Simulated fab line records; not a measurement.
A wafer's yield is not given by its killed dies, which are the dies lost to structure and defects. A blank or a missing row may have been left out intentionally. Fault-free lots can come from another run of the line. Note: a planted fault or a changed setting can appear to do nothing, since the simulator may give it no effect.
Which tool is to blame?	flow rit_cmos	Sampling: 14 lots, 42 wafers, 2 of 202 route steps

WHAT THE GAUGES SHOWED, per wafer
RIT_REOX_THK_MEAS_04. Usual: for REOX_OXIDE_THK the level is 25.1 nm and the standard deviation is 0.34.
lot	measured	on	REOX_OXIDE_THK (nm)	flag
L915	day 2 16:59	film_metro-01	24.8 24.8 25.2	
L916	day 3 01:49	film_metro-04	24.5 24.8 24.7	
L917	day 3 07:55	film_metro-04	25.2 25.5 25.0	
L918	day 3 07:55	film_metro-01	24.9 25.4 25.1	
L921	day 3 22:23	film_metro-02	25.8 25.1 25.1	
L922	day 4 03:50	film_metro-02	25.8 25.4 26.0	
L923	day 4 09:43	film_metro-01	25.4 25.2 25.0	
L925	day 4 19:58	film_metro-04	25.4 24.7 24.8	
L928	day 5 09:55	film_metro-01	25.4 25.6 25.1	
L932	day 6 06:13	film_metro-04	28.8 29.0 29.0	OFF
L933	day 6 09:41	film_metro-01	29.3 29.3 29.0	OFF
L934	day 6 18:16	film_metro-01	25.7 25.4 25.2	
L935	day 6 21:45	film_metro-01	24.7 25.2 24.9	
L936	day 7 02:15	film_metro-01	25.0 25.1 24.8	

WHAT TOOL EACH LOT RAN ON (gives the tool, then ch and the chambers of the sampled wafers, and finally the start)
lot	RIT_REOX_OXIDATION_03
L915	furnace-02 ch 0, day 2 14:26
L916	furnace-01 ch 0, day 2 23:14
L917	furnace-04 ch 0, day 3 05:22
L918	furnace-04 ch 0, day 3 05:22
L921	furnace-04 ch 0, day 3 19:50
L922	furnace-04 ch 0, day 4 01:17
L923	furnace-02 ch 0, day 4 07:09
L925	furnace-02 ch 0, day 4 17:25
L928	furnace-01 ch 0, day 5 07:22
L932	furnace-01 ch 0, day 6 03:40
L933	furnace-01 ch 0, day 6 07:08
L934	furnace-02 ch 0, day 6 15:43
L935	furnace-04 ch 0, day 6 19:11
L936	furnace-02 ch 0, day 6 23:42
- RIT_REOX_OXIDATION_03: target thk 25.2 nm, ox time 5580 s.

WHAT THE TOOLS THEMSELVES READ (means of the sampled wafers that have a number; where no wafer has one, the mark that the record gives instead)
RIT_REOX_OXIDATION_03. Usual: spike_tc_centre_C 901.5 C, standard deviation 1.5; spike_tc_load_C 924 C, standard deviation 5.5; spike_tc_source_C 924.3 C, standard deviation 1.9; tube_center_temp_C 900.01 C, standard deviation 0.08; tube_center_temp_C_max 902.3, standard deviation 0.33; zone_power_source_pct 27.8 %, standard deviation 1.9.
lot	tool	spike_tc_centre_C (C)	spike_tc_load_C (C)	spike_tc_source_C (C)	tube_center_temp_C (C)	tube_center_temp_C_max	zone_power_source_pct (%)	flag
L915	furnace-02	899.4	923	926.9	900.03	902.4	27.6	
L916	furnace-01	901.6	932	922.2	899.99	902.7	25.3	
L917	furnace-04	903.2	920	923.1	900.02	902.2	30.5	
L918	furnace-04	902.3	919	924.2	899.98	902.3	30.4	
L921	furnace-04	904.0	921	923.6	899.98	902.2	30.3	
L922	furnace-04	903.3	919	924.4	899.98	902.3	30.5	
L923	furnace-02	901.2	923	926.4	900.04	902.8	27.5	
L925	furnace-02	900.4	923	926.3	900.04	902.6	27.3	
L928	furnace-01	901.5	933	921.5	900.08	902.2	25.4	
L932	furnace-01	915.1	949	936.4	914.97	917.4	26.5	OFF
L933	furnace-01	916.8	948	937.8	915.08	917.3	26.2	OFF
L934	furnace-02	900.6	924	927.7	899.98	902.1	27.6	
L935	furnace-04	903.1	921	923.4	899.97	902.2	30.3	
L936	furnace-02	901.1	922	925.8	900.02	902.2	27.5	

THE ANSWER, worked out from the rows above alone
Rule: a lot is off if the mean of its wafers that have a number lies more than 3 standard deviations from the usual mean. A lot without any number at a reading at which 4 lots or more have one is off too. The other lots that the step has rows for count as sound. The gauges are gone through in route order, then the tools' own readings, and for those a lot's mean is taken as printed above. The first step at which some lot is off is used, and at that step the reading that is off furthest; a lot without a number counts as furthest.
Off: at RIT_REOX_THK_MEAS_04 (REOX_OXIDE_THK), L932, L933.
If a tool, at a process step before that reading, ran all the lots that are off and no sound lot after the first of them, it fits. The gauges at RIT_REOX_THK_MEAS_04 aren't tried: what is off there is off at RIT_REOX_OXIDATION_03 too, on other tools, and a gauge's error can't cause that. One candidate fits, namely furnace-01 at RIT_REOX_OXIDATION_03. Its last sound lot is L928 (day 5 07:22), its first lot that is off L932 (day 6 03:40): a fault that began between those two fits.
The tool's own readings at RIT_REOX_OXIDATION_03 bear it out: on the lots that are off they differ by more than 5 times the standard deviation of the sound lots' means. spike_tc_centre_C reads 916.0 C there against 901.8 C on the sound lots; spike_tc_load_C reads 948 C there against 923 C on the sound lots; spike_tc_source_C reads 937.1 C there against 924.6 C on the sound lots; tube_center_temp_C reads 915.03 C there against 900.01 C on the sound lots; tube_center_temp_C_max reads 917.3 there against 902.4 on the sound lots.

WHAT THE SIMULATOR PUT IN
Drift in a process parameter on furnace-01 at RIT_REOX_OXIDATION_03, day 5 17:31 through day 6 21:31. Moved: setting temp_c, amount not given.
Lots struck among those shown: L932, L933. Same finding as the rule above.
